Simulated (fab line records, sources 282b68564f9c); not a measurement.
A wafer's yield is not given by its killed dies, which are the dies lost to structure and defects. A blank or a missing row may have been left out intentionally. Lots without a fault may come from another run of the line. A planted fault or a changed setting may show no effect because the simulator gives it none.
The tool behind it: which one? :: flow rit-cmos :: 13 lots with 39 wafers sampled at 2 steps, on a route of 202 steps

## WHAT THE GAUGES READ, wafer by wafer
RIT_M1_CD_MEAS_90: target cd 2600 nm.
lot: L376
measured: day 3 09:15
on: cd-sem-01
cd-nm (nm): 2601.3 2602.5 2602.3

lot: L378
measured: day 3 19:31
on: cd-sem-01
cd-nm (nm): 2605.4 2602.2 2602.5

lot: L379
measured: day 3 21:49
on: cd-sem-02
cd-nm (nm): 2599.3 2598.6 2599.9

lot: L380
measured: day 4 06:14
on: cd-sem-02
cd-nm (nm): 2600.9 2601.0 2599.4

lot: L381
measured: day 4 10:20
on: cd-sem-02
cd-nm (nm): 2605.2 2601.5 2600.0

lot: L382
measured: day 4 19:33
on: cd-sem-02
cd-nm (nm): 2596.8 2598.4 2599.0

lot: L383
measured: day 4 20:50
on: cd-sem-02
cd-nm (nm): 2596.3 2601.6 2597.7

lot: L384
measured: day 5 01:53
on: cd-sem-01
cd-nm (nm): 2602.1 2600.7 2603.0

lot: L387
measured: day 5 15:56
on: cd-sem-02
cd-nm (nm): 2602.3 2593.5 2594.1

lot: L394
measured: day 7 06:37
on: cd-sem-01
cd-nm (nm): 2599.2 2597.5 2598.5

lot: L395
measured: day 7 09:43
on: cd-sem-02
cd-nm (nm): 2601.2 2601.3 2600.7

lot: L397
measured: day 7 22:07
on: cd-sem-02
cd-nm (nm): 2604.3 2601.5 2601.8

lot: L398
measured: day 8 02:20
on: cd-sem-02
cd-nm (nm): 2595.7 2599.1 2599.6

## TOOL THAT RAN EACH LOT (tool first, then ch and the chambers of the sampled wafers, then the start)
lot: L376
RIT_M1_METAL_ETCH_12: rie-metal-04 ch 0,1, day 3 08:43

lot: L378
RIT_M1_METAL_ETCH_12: rie-metal-02 ch 0,1, day 3 18:59

lot: L379
RIT_M1_METAL_ETCH_12: rie-metal-04 ch 0,1, day 3 21:17

lot: L380
RIT_M1_METAL_ETCH_12: rie-metal-03 ch 0,1, day 4 05:44

lot: L381
RIT_M1_METAL_ETCH_12: rie-metal-02 ch 0,1, day 4 09:50

lot: L382
RIT_M1_METAL_ETCH_12: rie-metal-04 ch 0,1, day 4 19:02

lot: L383
RIT_M1_METAL_ETCH_12: rie-metal-03 ch 0,1, day 4 20:19

lot: L384
RIT_M1_METAL_ETCH_12: rie-metal-02 ch 0,1, day 5 01:22

lot: L387
RIT_M1_METAL_ETCH_12: rie-metal-02 ch 0,1, day 5 15:26

lot: L394
RIT_M1_METAL_ETCH_12: rie-metal-04 ch 0,1, day 7 06:05

lot: L395
RIT_M1_METAL_ETCH_12: rie-metal-03 ch 0,1, day 7 09:12

lot: L397
RIT_M1_METAL_ETCH_12: rie-metal-04 ch 0,1, day 7 21:35

lot: L398
RIT_M1_METAL_ETCH_12: rie-metal-03 ch 0,1, day 8 01:49
- RIT_M1_METAL_ETCH_12: etches Al in Cl2/BCl3, stops on SiO2, time 165 s, target depth 600 nm.

## AS READ BY THE TOOLS THEMSELVES (means over the sampled wafers that have a number; for cases with no such wafer, the mark the record gives instead)
RIT_M1_METAL_ETCH_12.
lot: L376
tool: rie-metal-04
drypump-motor-current-A (A): 5.6
oes-product-au (a.u.): 0.800
throttle-valve-pct (%): 8.31

lot: L378
tool: rie-metal-02
drypump-motor-current-A (A): 5.6
oes-product-au (a.u.): 0.796
throttle-valve-pct (%): 8.29

lot: L379
tool: rie-metal-04
drypump-motor-current-A (A): 5.9
oes-product-au (a.u.): 0.790
throttle-valve-pct (%): 8.35

lot: L380
tool: rie-metal-03
drypump-motor-current-A (A): 5.5
oes-product-au (a.u.): 0.786
throttle-valve-pct (%): 8.22

lot: L381
tool: rie-metal-02
drypump-motor-current-A (A): 5.7
oes-product-au (a.u.): 0.806
throttle-valve-pct (%): 8.30

lot: L382
tool: rie-metal-04
drypump-motor-current-A (A): 6.0
oes-product-au (a.u.): 0.789
throttle-valve-pct (%): 8.35

lot: L383
tool: rie-metal-03
drypump-motor-current-A (A): 5.5
oes-product-au (a.u.): 0.779
throttle-valve-pct (%): 8.23

lot: L384
tool: rie-metal-02
drypump-motor-current-A (A): 5.7
oes-product-au (a.u.): 0.803
throttle-valve-pct (%): 8.28

lot: L387
tool: rie-metal-02
drypump-motor-current-A (A): 5.3
oes-product-au (a.u.): 0.802
throttle-valve-pct (%): 8.34

lot: L394
tool: rie-metal-04
drypump-motor-current-A (A): 5.9
oes-product-au (a.u.): 0.781
throttle-valve-pct (%): 8.36

lot: L395
tool: rie-metal-03
drypump-motor-current-A (A): 5.5
oes-product-au (a.u.): 0.800
throttle-valve-pct (%): 8.22

lot: L397
tool: rie-metal-04
drypump-motor-current-A (A): 6.0
oes-product-au (a.u.): 0.788
throttle-valve-pct (%): 8.36

lot: L398
tool: rie-metal-03
drypump-motor-current-A (A): 5.8
oes-product-au (a.u.): 0.788
throttle-valve-pct (%): 8.19

## THE ANSWER, worked out from the rows above alone
Rule: what is usual is taken from the lots themselves. Put in order of their means at a reading, lots are off if they are a third of the lots or fewer, leave a main group of 4 or more, and stand apart from it by a gap of 3 or more times the standard deviation of the main group's means; of several such gaps the widest counts. A main group whose means are all the same, to the digits that the tables above print for the reading, isn't used. A lot without any number at a reading at which 4 lots or more have one is off too. Any other lot the step has rows for is counted as sound. Order of review: gauges by route order, followed by the tools' own readings, for which a lot's mean as printed above is used. The first step at which some lot is off is used, and at that step the reading that is off furthest; a lot without a number counts as furthest.
Across all readings shown, no lot is off: no conclusion can be drawn from this.

## WHAT THE SIMULATOR HAD PUT IN
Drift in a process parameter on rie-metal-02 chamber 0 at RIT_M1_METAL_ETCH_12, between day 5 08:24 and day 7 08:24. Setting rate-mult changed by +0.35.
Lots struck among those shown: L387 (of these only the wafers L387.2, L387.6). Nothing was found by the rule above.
